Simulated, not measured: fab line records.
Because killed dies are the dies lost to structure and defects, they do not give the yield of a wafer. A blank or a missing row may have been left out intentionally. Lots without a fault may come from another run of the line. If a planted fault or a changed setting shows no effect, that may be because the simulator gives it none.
fab line records | flow ritCmos
record: lots: 13 wafers: 39 lastDay: 6
route steps=202 shown PWELL@42 M1@202
lots with no fault: from the same line, run without faults
startH: start of the lot's first displayed wafer, in hours after the record's first day | waitH: time in hours since the lot's previous step | " same as the row above | L1.1+2: a row that stands for several wafers | - no value, or no start given | * or withheld: withheld | < > ~ a bound
route shown NAME@n: NAME is a module with steps in the file, n the number in the route of the first one | usual: average and standard deviation across the fault-free wafers | same: alike in all rows | chamber/n: place in a boat | sites: per-site readings | _std_site: how widely they spread, as a standard deviation | _edge_site: the outer-site mean with the inner-site mean subtracted | radiusMm: how far each site lies from the wafer's centre | mask NAME#n: copy n | behind: the last tool/chamber to shape the wafer | hold: reason for holding the lot/hours on hold/outcome of the hold | device: transistor that didn't switch, given as n, p or np | end of line: the same wafers' tests at the end of the route | a step given without rows: its recipe and nothing more | killed: the dies lost at the first sort to structure and to defects; this is not the yield of the wafer | map: shows each die of a wafer: x if killed, . if not, _ if none is there
set.NAME: setting as actually run; set.NAME@STEP: the setting as run at that earlier step | model.NAME: the simulator's own value behind a step, which no gauge read
a sample of lots followed through the steps of the route, with each step as a table and each wafer as a row
services: when a tool's chamber went out of use (startH, in hours from the record's first day, below 0 if earlier), for how many hours, and the reason
== steps ==
step: RIT_PWELL_EXPOSE_03
recipe: maskId: M3 na: 0.57 targetCdNm: 43700 doseMj: 250
same: na: 0.57
columns lot.wafer tool chamber startH waitH mask
L722.1+5+6 ilineStepper-01 0 22.34 0.1 M3#0
L723.1+4+5 ilineStepper-01 0 27.37 0.1 M3#0
L724.1+4+6 ilineStepper-01 0 33.60 0.1 M3#0
L725.2+3+4 ilineStepper-01 0 36.74 0.1 M3#0
L726.1+2+3 ilineStepper-02 0 43.36 0.2 M3#0
L730.1+2+3 ilineStepper-01 0 61.63 0.2 M3#0
L731.2+5+6 ilineStepper-02 0 68.16 0.2 M3#0
L733.1+2+6 ilineStepper-02 0 79.45 0.2 M3#0
L734.1+3+6 ilineStepper-01 0 82.89 0.2 M3#0
L735.1+2+4 ilineStepper-02 0 87.98 0.2 M3#0
L736.2+3+6 ilineStepper-01 0 92.92 0.2 M3#0
L738.1+4+5 ilineStepper-02 0 103.43 0.2 M3_R1#0
L739.1+2+5 ilineStepper-02 0 108.43 0.1 M3#0
step: RIT_M1_PROBE_99
usual: killed_at_M0_to_M3: 0.0/0.14 killedAtContacts: 0.1/0.31 killedAtFrontEnd: 7/3.2 killedDies: 7/3.2 killedOpen: 3.6/1.9 killedShort: 3.6/2
same: grossDies: 264 killed_at_M4_up: 0 killedAtBackSide: 0 killedAtOther: 0
columns lot.wafer tool chamber startH waitH killed_at_M0_to_M3 killedAtContacts killedAtFrontEnd killedDies killedOpen killedShort
L733.1 prober-02 - 113.68 0.1 0 0 5 5 4 1
L733.2 prober-02 - 113.73 0.1 0 0 5 5 4 1
L733.6 prober-02 - 113.93 0.2 0 0 2 2 1 1
L735.1 prober-01 - 126.84 0.1 0 0 7 7 3 4
L735.2 prober-01 - 126.89 0.1 0 0 3 3 3 0
L735.4 prober-01 - 126.99 0.2 0 0 5 5 4 1
L738.1 prober-02 - 138.53 0.1 0 0 4 4 2 2
L738.4 prober-02 - 138.68 0.2 0 0 6 6 3 3
L738.5 prober-02 - 138.73 0.2 0 0 7 7 2 5
L739.1 prober-01 - 144.46 0.1 0 1 8 9 4 5
L739.2 prober-01 - 144.51 0.1 0 0 5 5 3 2
L739.5 prober-01 - 144.66 0.2 0 0 10 10 4 6
killed by level:class
L733.1 GATE:geometricParticle:open=3 GATE:geometricParticle:short=1 REOX:geometricParticle:open=1
L733.2 REOX:geometricParticle:open=2 FOX1:geometricParticle:open=1 GATE:geometricParticle:open=1 GATE:geometricParticle:short=1
L733.6 GATE:geometricParticle:short=1 SILICIDE:geometricParticle:open=1
L735.1 SILICIDE:geometricParticle:short=2 SILICIDE:geometricParticle:open=1 FOX1:geometricParticle:open=1 GATE:geometricParticle:short=1 REOX:geometricParticle:short=1 SPACER:geometricParticle:open=1
L735.2 REOX:geometricParticle:open=1 SPACER:geometricParticle:open=1 SILICIDE:geometricParticle:open=1
L735.4 GATE:geometricParticle:open=2 FOX2:geometricParticle:open=1 GATE:geometricParticle:short=1 REOX:geometricParticle:open=1
L738.1 FOX1:geometricParticle:open=1 FOX2:geometricParticle:short=1 GATE:geometricParticle:short=1 SPACER:geometricParticle:open=1
L738.4 FOX1:geometricParticle:open=3 FOX1:geometricParticle:short=1 GATE:geometricParticle:short=1 SPACER:geometricParticle:short=1
L738.5 FOX1:geometricParticle:short=2 GATE:geometricParticle:open=2 GATE:geometricParticle:short=1 SPACER:geometricParticle:short=1 SILICIDE:geometricParticle:short=1
L739.1 FOX1:geometricParticle:short=2 GATE:geometricParticle:short=2 SPACER:geometricParticle:open=2 GATE:geometricParticle:open=1 SILICIDE:geometricParticle:open=1 CONTACT:geometricParticle:short=1
L739.2 GATE:geometricParticle:open=2 FOX1:geometricParticle:open=1 GATE:geometricParticle:short=1 SILICIDE:geometricParticle:short=1
L739.5 SPACER:geometricParticle:short=3 GATE:geometricParticle:short=2 SILICIDE:geometricParticle:open=2 REOX:geometricParticle:short=1 SPACER:geometricParticle:open=1 REOX:geometricParticle:open=1
== services ==
columns tool chamber startH hours kind
ilineStepper-02 - 49.76 1.7 pm
== key ==
firstSign: step: RIT_PWELL_EXPOSE_03 reading: mask direction: changed
effect none on later readings
metAt RIT_PWELL_EXPOSE_03
struckLots L738
testerLeftOut L738
onsetBetween 87.98 103.43
fault: kind: wrongMask tool: any chamber: - onsetH: 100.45 steps: RIT_PWELL_EXPOSE_03 auxCopy: M3_R1#0 cdOffsetNm: 150 scope: struckLotsOnly
testerLeftOut: of these lots the tester's yield and bins aren't shown, on N5 and GAA mostly nor the transistor test; their killed dies are dies lost to structure and defects alone, not to doping, threshold or leakage, so they don't give the yield
